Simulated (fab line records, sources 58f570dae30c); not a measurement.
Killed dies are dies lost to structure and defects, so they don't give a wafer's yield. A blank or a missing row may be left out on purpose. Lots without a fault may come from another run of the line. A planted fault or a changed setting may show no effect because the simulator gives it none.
One fault seen from 2 desks | flow berkeley_cmos170 | each desk has only its own numbers; what lay behind them comes last

THE TOOL OWNER'S DESK: implanter-01
The tool's own readings at UCB170_PSD_IMPLANT_08: means of the sampled wafers that have a number, for each lot that ran on this tool. A lot is out of limits, marked OUT, if its mean lies more than 4 standard deviations from the usual mean; the brackets give that distance.
Columns: A = dose_ions_cm2 at UCB170_PSD_IMPLANT_08, usual 2.999e+15; B = faraday_current_uA at UCB170_PSD_IMPLANT_08, usual 9261; C = tilt_deg at UCB170_PSD_IMPLANT_08, usual 7.001 degrees
lot  | first seen here | A                           | B                | C
L863 | day 9 08:29     | 2.999e+15                   | 9364             | 7.007
L861 | day 9 08:47     | 3.001e+15                   | 9321             | 7.012
L860 | day 9 09:13     | 3.003e+15                   | 9258             | 7.012
L870 | day 10 16:21    | 3.003e+15                   | 9294             | 6.999
L874 | day 11 11:40    | 3.600e+15 (+99 or more) OUT | 10939 (+9.3) OUT | 7.015
L877 | day 12 01:19    | 3.598e+15 (+99 or more) OUT | 11004 (+9.7) OUT | 6.979
This desk's finding: out of limits on L874, L877; first on L874, day 11 11:40 (dose_ions_cm2 at UCB170_PSD_IMPLANT_08). In limits: L863, L861, L860, L870.

THE METROLOGY DESK
What the gauges read, lot by lot, whatever tool the lot ran on: means of the sampled wafers that have a number. A lot is out of limits, marked OUT, if its mean lies more than 4 standard deviations from the usual mean; the brackets give that distance.
Columns: A = PSD_TW at UCB170_PSD_TW_MEAS_10, usual 2327; B = PSD_RS at UCB170_SDANNEAL_RS_MEAS_02, usual 75.4 ohm/sq; C = SILICIDE_TI_THK at UCB170_SILICIDE_THK_MEAS_03, usual 28.8 nm; D = M3_AL_RS at UCB170_M3_RS_MEAS_02, usual 0.032 ohm/sq
lot  | first seen here | A               | B              | C    | D
L857 | day 7 21:07     | 2314            | 75.7           | 28.9 | 0.032
L859 | day 8 13:09     | 2339            | 75.6           | 28.2 | 0.032
L862 | day 9 08:28     | 2354            | 75.2           | 29.2 | 0.032
L863 | day 9 08:44     | 2329            | 75.7           | 28.5 | 0.032
L861 | day 9 09:01     | 2311            | 74.6           | 28.8 | 0.032
L865 | day 9 09:13     | 2293            | 75.9           | 28.9 | 0.032
L860 | day 9 09:28     | 2305            | 75.4           | 29.4 | 0.032
L867 | day 9 14:20     | 2305            | 75.7           | 28.6 | 0.032
L870 | day 10 16:36    | 2339            | 75.0           | 28.6 | 0.032
L871 | day 10 16:44    | 2332            | 75.5           | 28.2 | 0.032
L872 | day 10 16:54    | 2344            | 75.2           | 29.5 | 0.032
L874 | day 11 11:55    | 2475 (+7.4) OUT | 65.3 (-28) OUT | 29.5 | 0.032
L876 | day 11 12:09    | 2301            | 75.3           | 28.2 | 0.032
L877 | day 12 01:34    | 2486 (+8.0) OUT | 65.2 (-28) OUT | 29.2 | 0.032
This desk's finding: out of limits on L874, L877; first on L874, day 11 11:55 (PSD_TW at UCB170_PSD_TW_MEAS_10). In limits: L857, L859, L862, L863, L861, L865, L860, L867, L870, L871, L872, L876.

PUT TOGETHER
The tool owner's desk could have raised an alarm at day 11 11:40, on L874, L877.
The metrology desk could have raised an alarm at day 11 11:55, on L874, L877.
Of the lots named, all ran UCB170_PSD_IMPLANT_08 on implanter-01.

WHAT THE SIMULATOR HAD PUT IN
Process parameter drift: implanter-01, from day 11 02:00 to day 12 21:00, at UCB170_PSD_IMPLANT_08. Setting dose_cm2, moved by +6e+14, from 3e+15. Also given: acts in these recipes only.
Lots struck among those shown: L874, L877.
Hours from the fault's start to each desk's first reading out of limits: the tool owner's desk, 10; the metrology desk, 10.
